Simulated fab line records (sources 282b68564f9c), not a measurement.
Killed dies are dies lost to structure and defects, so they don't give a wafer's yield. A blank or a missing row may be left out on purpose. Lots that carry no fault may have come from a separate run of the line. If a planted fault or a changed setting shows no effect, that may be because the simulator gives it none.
fab line records + flow rit-cmos
record:
- lots: 6
- wafers: 18
- last-day: 7
route steps=202 shown GATE@83 M1@202
lots that met no fault: from a run of the same line without faults
start-h: start of the lot's first displayed wafer, in hours after the record's first day + wait-h: hours since the lot's step before + " same as the row above + L1.1+2: a row that stands for several wafers + - no value, or no start given + * or withheld: withheld + < > ~ a bound
route shown NAME@n: a module of which the file shows steps, and the number in the route of the first + usual: mean/standard deviation taken from wafers without a fault + same: alike in all rows + chamber/n: place in a boat + sites: each site's reading + _std_site: their standard deviation + _edge_site: mean of outer sites minus mean of inner sites + radius-mm: how far each site lies from the wafer's centre + mask NAME#n: copy n + behind: the most recent tool/chamber to have shaped the wafer + hold: why the lot went on hold/how many hours it stayed there/how the hold came to an end + device: the transistor (n, p or np) that didn't switch + end of line: the route-end tests of the same wafers + a step given without rows: its recipe and nothing more + killed: not the wafer's yield, but the dies lost to structure and defects at the first sort + map: the dies of a wafer, with x for killed, . for not killed, _ for no die there
set.NAME: the setting that was run; set.NAME@STEP: the one run at that earlier step + model.NAME: the simulator's own value behind a step, which no gauge read
lots seen at some steps along the route; tables by step, rows by wafer
services: when a tool's chamber went out of use (start-h, in hours from the record's first day, below 0 if earlier), for how many hours, and the reason
== steps ==
step: RIT_GATE_THK_MEAS_07
recipe:
- reads: SiO2_of_GATE_OXIDATION_05
usual:
- GATE_OXIDE_THK: 2.97/0.058
| lot.wafer | tool          | chamber | start-h | wait-h | GATE_OXIDE_THK[nm] |
|-----------|---------------|---------|---------|--------|--------------------|
| L223.1    | film-metro-02 | -       | 43.38   | 0.0    | 3.04               |
| L223.2    | "             | -       | "       | "      | 3.00               |
| L223.3    | "             | -       | "       | "      | 3.04               |
| L227.1    | film-metro-02 | -       | 59.66   | 0.0    | 3.01               |
| L227.2    | "             | -       | "       | "      | 2.94               |
| L227.4    | "             | -       | "       | "      | 3.03               |
| L234.2    | film-metro-03 | -       | 96.11   | 0.0    | 3.10               |
| L234.4    | "             | -       | "       | "      | 3.04               |
| L234.5    | "             | -       | "       | "      | 3.00               |
| L236.2    | film-metro-02 | -       | 105.64  | 0.0    | 3.02               |
| L236.5    | "             | -       | "       | "      | 3.03               |
| L236.6    | "             | -       | "       | "      | 2.95               |
| L238.1    | film-metro-03 | -       | 115.59  | 0.0    | 3.01               |
| L238.3    | "             | -       | "       | "      | 3.01               |
| L238.4    | "             | -       | "       | "      | 3.05               |
| L245.1    | film-metro-03 | -       | 150.21  | 0.0    | 3.04               |
| L245.2    | "             | -       | "       | "      | 3.02               |
| L245.4    | "             | -       | "       | "      | 3.00               |
step: RIT_GATE_CVD_08
recipe:
- material: poly-Si
- target-thk-nm: 250
- temp-c: 610
- precursor: SiH4
- time-s: 2220
- pressure-mtorr: 300
- sih4-flow-sccm: 100
step: RIT_GATE_THK_MEAS_09
recipe:
- reads: poly-Si_of_GATE_CVD_08
usual:
- GATE_POLY_THK: 249.9/2.7
| lot.wafer | tool          | chamber | start-h | wait-h | GATE_POLY_THK[nm] |
|-----------|---------------|---------|---------|--------|-------------------|
| L223.1    | film-metro-03 | -       | 45.05   | 0.0    | 246.4             |
| L223.2    | "             | -       | "       | "      | 249.0             |
| L223.3    | "             | -       | "       | "      | 244.6             |
| L227.1    | film-metro-02 | -       | 62.91   | 0.0    | 250.8             |
| L227.2    | "             | -       | "       | "      | 251.3             |
| L227.4    | "             | -       | "       | "      | 248.3             |
| L234.2    | film-metro-01 | -       | 97.78   | 0.0    | 250.4             |
| L234.4    | "             | -       | "       | "      | 252.8             |
| L234.5    | "             | -       | "       | "      | 249.4             |
| L236.2    | film-metro-03 | -       | 107.31  | 0.0    | 252.0             |
| L236.5    | "             | -       | "       | "      | 252.7             |
| L236.6    | "             | -       | "       | "      | 251.9             |
| L238.1    | film-metro-03 | -       | 117.26  | 0.0    | 251.3             |
| L238.3    | "             | -       | "       | "      | 249.6             |
| L238.4    | "             | -       | "       | "      | 249.9             |
| L245.1    | film-metro-01 | -       | 151.88  | 0.0    | 244.3             |
| L245.2    | "             | -       | "       | "      | 245.1             |
| L245.4    | "             | -       | "       | "      | 244.0             |
step: RIT_GATE_HMDS_10
recipe:
- prime-time-s: 60
- prime-temp-c: 140
step: RIT_GATE_COAT_11
recipe:
- resist: NOVOLAK
- spin-rpm: 4250
- resist-thk-nm: 850
step: RIT_GATE_SOFTBAKE_12
recipe:
- resist: NOVOLAK
- temp-c: 90
- time-s: 60
step: RIT_GATE_EXPOSE_13
recipe:
- mask-id: M6
- na: 0.6
- source-shape: conventional
- sigma-outer: 0.6
- target-cd-nm: 150
- dose-mj: 380
step: RIT_GATE_PEB_14
recipe:
- resist: NOVOLAK
- temp-c: withheld
- time-s: withheld
step: RIT_GATE_DEVELOP_15
recipe:
- resist: NOVOLAK
- develop-time-s: 50
- dev-temp-c: 23
step: RIT_GATE_CD_MEAS_16
recipe:
- target-cd-nm: 150
usual:
- cd-nm: 150.4/2.6
| lot.wafer | tool      | chamber | start-h | wait-h | cd-nm |
|-----------|-----------|---------|---------|--------|-------|
| L223.1    | cd-sem-02 | -       | 46.12   | -      | 151.4 |
| L223.2    | "         | -       | "       | "      | 149.5 |
| L223.3    | "         | -       | "       | "      | 150.7 |
| L227.1    | cd-sem-02 | -       | 64.19   | -      | 148.8 |
| L227.2    | "         | -       | "       | "      | 150.4 |
| L227.4    | "         | -       | "       | "      | 152.3 |
| L234.2    | cd-sem-02 | -       | 98.94   | -      | 151.6 |
| L234.4    | "         | -       | "       | "      | 149.0 |
| L234.5    | "         | -       | "       | "      | 151.6 |
| L236.2    | cd-sem-02 | -       | 108.36  | -      | 152.7 |
| L236.5    | "         | -       | "       | "      | 150.8 |
| L236.6    | "         | -       | "       | "      | 149.5 |
| L238.1    | cd-sem-02 | -       | 118.30  | -      | 149.6 |
| L238.3    | "         | -       | "       | "      | 150.4 |
| L238.4    | "         | -       | "       | "      | 147.4 |
| L245.1    | cd-sem-01 | -       | 152.92  | -      | 152.1 |
| L245.2    | "         | -       | "       | "      | 149.7 |
| L245.4    | "         | -       | "       | "      | 149.8 |
step: RIT_GATE_OVL_MEAS_17
usual:
- GATE_OVL: -0.1/1.1
| lot.wafer | tool       | chamber | start-h | wait-h | GATE_OVL[nm] |
|-----------|------------|---------|---------|--------|--------------|
| L223.1    | overlay-02 | -       | 46.24   | 0.1    | 0.1          |
| L223.2    | "          | -       | "       | "      | -1.3         |
| L223.3    | "          | -       | "       | "      | -0.2         |
| L227.1    | overlay-02 | -       | 64.31   | 0.1    | 0.4          |
| L227.2    | "          | -       | "       | "      | -1.4         |
| L227.4    | "          | -       | "       | "      | 0.3          |
| L234.2    | overlay-01 | -       | 99.05   | 0.1    | -0.4         |
| L234.4    | "          | -       | "       | "      | -1.5         |
| L234.5    | "          | -       | "       | "      | -0.9         |
| L236.2    | overlay-01 | -       | 108.46  | 0.1    | -0.1         |
| L236.5    | "          | -       | "       | "      | 0.6          |
| L236.6    | "          | -       | "       | "      | -1.2         |
| L238.1    | overlay-01 | -       | 118.42  | 0.1    | 0.4          |
| L238.3    | "          | -       | "       | "      | 1.9          |
| L238.4    | "          | -       | "       | "      | 2.3          |
| L245.1    | overlay-02 | -       | 153.04  | 0.1    | -2.4         |
| L245.2    | "          | -       | "       | "      | -1.0         |
| L245.4    | "          | -       | "       | "      | -2.0         |
step: RIT_GATE_HARDBAKE_18
recipe:
- resist: NOVOLAK
- temp-c: 140
- time-s: 60
step: RIT_GATE_ETCH_19
recipe:
- chemistry: SF6/CHF3/O2
- time-s: 165
- SF6_flow_sccm: 30
- CHF3_flow_sccm: 30
- O2_flow_sccm: 5
- target: poly-Si
- pressure-mtorr: 40
- rf-w: 160
- target-depth-a: 3125
- over-etch-frac: 0.25
- stop-on: SiO2
usual:
- drypump-motor-current-A: 5.8/0.48
- oes-product-au: 0.851/0.012
- over-etch-frac: 0.25/0
- throttle-valve-pct: 10.18/0.17
same:
- time-s: 165
| lot.wafer | tool      | chamber | start-h | wait-h | drypump-motor-current-A | oes-product-au | over-etch-frac | rf-hours-counter-h | throttle-valve-pct | model.NOVOLAK_of_GATE_COAT_11.thk-nm |
|-----------|-----------|---------|---------|--------|-------------------------|----------------|----------------|--------------------|--------------------|--------------------------------------|
| L223.1    | rie-si-02 | 1       | 46.43   | 0.1    | 5.9                     | 0.844          | 0.25           | 136                | 10.08              | 673.1                                |
| L223.2    | "         | 3       | "       | "      | 5.6                     | 0.846          | 0.25           | 1                  | 10.17              | 674.1                                |
| L223.3    | "         | 2       | "       | "      | 5.6                     | 0.834          | 0.25           | 99                 | 10.01              | 675.6                                |
| L227.1    | rie-si-02 | 0       | 64.51   | 0.1    | 6.7                     | 0.838          | 0.25           | 65                 | 10.08              | 665.3                                |
| L227.2    | "         | 1       | "       | "      | 5.9                     | 0.859          | 0.25           | 136                | 10.10              | 670.2                                |
| L227.4    | "         | 3       | "       | "      | 5.6                     | 0.831          | 0.25           | 1                  | 10.17              | 670.3                                |
| L234.2    | rie-si-01 | 2       | 99.23   | 0.1    | 4.9                     | 0.847          | 0.25           | 76                 | 10.34              | 664.6                                |
| L234.4    | "         | 0       | "       | "      | 5.8                     | 0.855          | 0.25           | 1                  | 10.08              | 666.5                                |
| L234.5    | "         | 0       | "       | "      | 5.8                     | 0.851          | 0.25           | -                  | 10.09              | 667.2                                |
| L236.2    | rie-si-01 | 0       | 108.64  | 0.1    | 5.8                     | 0.786          | 0.38455        | 1                  | 10.07              | 656.6                                |
| L236.5    | "         | 0       | "       | "      | 5.8                     | 0.802          | 0.38455        | -                  | 10.09              | 655.5                                |
| L236.6    | "         | 3       | "       | "      | 5.9                     | 0.811          | 0.38455        | -                  | 10.14              | 657.5                                |
| L238.1    | rie-si-01 | 1       | 118.61  | 0.1    | 5.6                     | 0.800          | 0.38455        | 1                  | 10.62              | 654.4                                |
| L238.3    | "         | 2       | "       | "      | 4.9                     | 0.784          | 0.38455        | 77                 | 10.36              | 657.4                                |
| L238.4    | "         | 3       | "       | "      | 6.0                     | 0.806          | 0.38455        | 138                | 10.15              | 654.8                                |
| L245.1    | rie-si-02 | 3       | 153.22  | 0.1    | 5.6                     | 0.835          | 0.25           | 2                  | 10.16              | 670.6                                |
| L245.2    | "         | 2       | "       | "      | 5.6                     | 0.830          | 0.25           | 100                | 10.03              | 670.6                                |
| L245.4    | "         | 1       | "       | "      | 5.9                     | 0.847          | 0.25           | 137                | 10.08              | 671.1                                |
step: RIT_GATE_STRIP_20
recipe:
- chemistry: O2
- time-s: 180
- resist: NOVOLAK
- platen-temp-c: withheld
- power-w: 500
- pressure-mtorr: 4000
- o2-flow-sccm: 4000
usual:
- drypump-motor-current-A: 5.7/0.64
same:
- time-s: 180
| lot.wafer | tool            | chamber | start-h | wait-h | drypump-motor-current-A | rf-hours-counter-h |
|-----------|-----------------|---------|---------|--------|-------------------------|--------------------|
| L223.1    | plasma-asher-02 | 1       | 46.54   | 0.1    | 4.9                     | 41                 |
| L223.2    | "               | 0       | "       | "      | 6.2                     | 41                 |
| L223.3    | "               | 1       | "       | "      | 4.9                     | -                  |
| L227.1    | plasma-asher-01 | 0       | 64.62   | 0.1    | 6.5                     | 39                 |
| L227.2    | "               | 1       | "       | "      | 5.0                     | 39                 |
| L227.4    | "               | 1       | "       | "      | 5.0                     | -                  |
| L234.2    | plasma-asher-01 | 1       | 99.34   | 0.1    | 5.1                     | 43                 |
| L234.4    | "               | 1       | "       | "      | 5.0                     | -                  |
| L234.5    | "               | 1       | "       | "      | 5.0                     | -                  |
| L236.2    | plasma-asher-01 | 1       | 108.75  | 0.1    | 5.0                     | 44                 |
| L236.5    | "               | 1       | "       | "      | 5.0                     | -                  |
| L236.6    | "               | 0       | "       | "      | 6.5                     | -                  |
| L238.1    | plasma-asher-04 | 1       | 118.71  | 0.1    | 5.3                     | 50                 |
| L238.3    | "               | 0       | "       | "      | 6.0                     | -                  |
| L238.4    | "               | 1       | "       | "      | 5.3                     | -                  |
| L245.1    | plasma-asher-02 | 0       | 153.33  | 0.1    | 6.2                     | 4                  |
| L245.2    | "               | 1       | "       | "      | 4.9                     | 4                  |
| L245.4    | "               | 1       | "       | "      | 4.9                     | -                  |
step: RIT_M1_PROBE_99
usual:
- killed-at-contacts: 0.0/0.22
- killed-at-front-end: 7/3.1
- killed-dies: 7/3.1
- killed-open: 3.5/2.2
- killed-short: 3.3/1.9
same:
- gross-dies: 264
- killed_at_M0_to_M3: 0
- killed_at_M4_up: 0
- killed-at-back-side: 0
- killed-at-other: 0
| lot.wafer | tool      | chamber | start-h | wait-h | killed-at-contacts | killed-at-front-end | killed-dies | killed-open | killed-short |
|-----------|-----------|---------|---------|--------|--------------------|---------------------|-------------|-------------|--------------|
| L227.1    | prober-01 | -       | 86.57   | 0.2    | 0                  | 6                   | 6           | 5           | 1            |
| L227.2    | prober-01 | -       | 86.62   | 0.2    | 0                  | 6                   | 6           | 3           | 3            |
| L227.4    | prober-01 | -       | 86.72   | 0.2    | 0                  | 7                   | 7           | 4           | 3            |
| L236.2    | prober-01 | -       | 128.72  | 0.1    | 0                  | 7                   | 7           | 5           | 2            |
| L236.5    | prober-01 | -       | 128.87  | 0.2    | 0                  | 9                   | 9           | 4           | 5            |
| L236.6    | prober-01 | -       | 128.92  | 0.2    | 1                  | 3                   | 4           | 1           | 3            |
killed by level:class
L227.1 SPACER:geometric-particle:open=2 FOX2:geometric-particle:open=1 GATE:geometric-particle:open=1 REOX:geometric-particle:short=1 REOX:geometric-particle:open=1
L227.2 GATE:geometric-particle:open=2 GATE:geometric-particle:short=1 SPACER:geometric-particle:open=1 SPACER:geometric-particle:short=1 SILICIDE:geometric-particle:short=1
L227.4 FOX2:geometric-particle:open=2 FOX1:geometric-particle:open=1 GATE:geometric-particle:open=1 GATE:geometric-particle:short=1 SPACER:geometric-particle:short=1 SILICIDE:geometric-particle:short=1
L236.2 SPACER:geometric-particle:open=3 SPACER:geometric-particle:short=2 FOX2:geometric-particle:open=1 GATE:geometric-particle:open=1
L236.5 FOX1:geometric-particle:open=2 SILICIDE:geometric-particle:short=2 FOX1:geometric-particle:short=1 GATE:geometric-particle:short=1 SPACER:geometric-particle:short=1 SPACER:geometric-particle:open=1 SILICIDE:geometric-particle:open=1
L236.6 SILICIDE:geometric-particle:short=2 REOX:geometric-particle:open=1 CONTACT:geometric-particle:short=1
== services ==
| tool            | chamber | start-h | hours | kind       |
|-----------------|---------|---------|-------|------------|
| plasma-asher-02 | -       | 80.01   | 1.5   | repair     |
| plasma-asher-04 | -       | 99.22   | 2.8   | pm         |
| plasma-asher-02 | -       | 108.75  | 9.0   | pm         |
| plasma-asher-02 | 0       | 108.75  | 9.0   | vent-cycle |
| plasma-asher-02 | 1       | 108.75  | 9.0   | vent-cycle |
| plasma-asher-02 | 0       | 117.75  | -     | clean      |
| plasma-asher-02 | 1       | 117.75  | -     | clean      |
| plasma-asher-02 | -       | 137.37  | 1.0   | repair     |
| plasma-asher-01 | -       | 140.96  | 4.8   | repair     |
== key ==
first-sign:
- step: RIT_GATE_ETCH_19
- reading: over-etch-frac
- direction: up
- sigmas: 99+
- usual: 0.25
- struck: 0.38455
effect:
- step: RIT_GATE_ETCH_19
- reading: oes-product-au
- direction: down
- sigmas: 4.5
- usual: 0.851
- struck: 0.798
model-effect:
- step: RIT_GATE_ETCH_19
- value: NOVOLAK_of_GATE_COAT_11.thk-nm
- without: 665.2
- struck: 656
met-at RIT_GATE_ETCH_19
struck-wafers L236.2,L236.5,L236.6,L238.1,L238.3,L238.4
tester-left-out L236,L238
onset-between 99.23 108.64
fault:
- kind: process-parameter-drift
- tool: rie-si-01
- chamber: -
- onset-h: 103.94
- steps: RIT_GATE_ETCH_19
- channel: over-etch-frac
- offset: 0.13455
- shape: step
- end-h: 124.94
- stated: 0.25
tester-left-out: of these lots the tester's yield and bins aren't shown, on N5 and GAA mostly nor the transistor test; their killed dies are dies lost to structure and defects alone, not to doping, threshold or leakage, so they don't give the yield
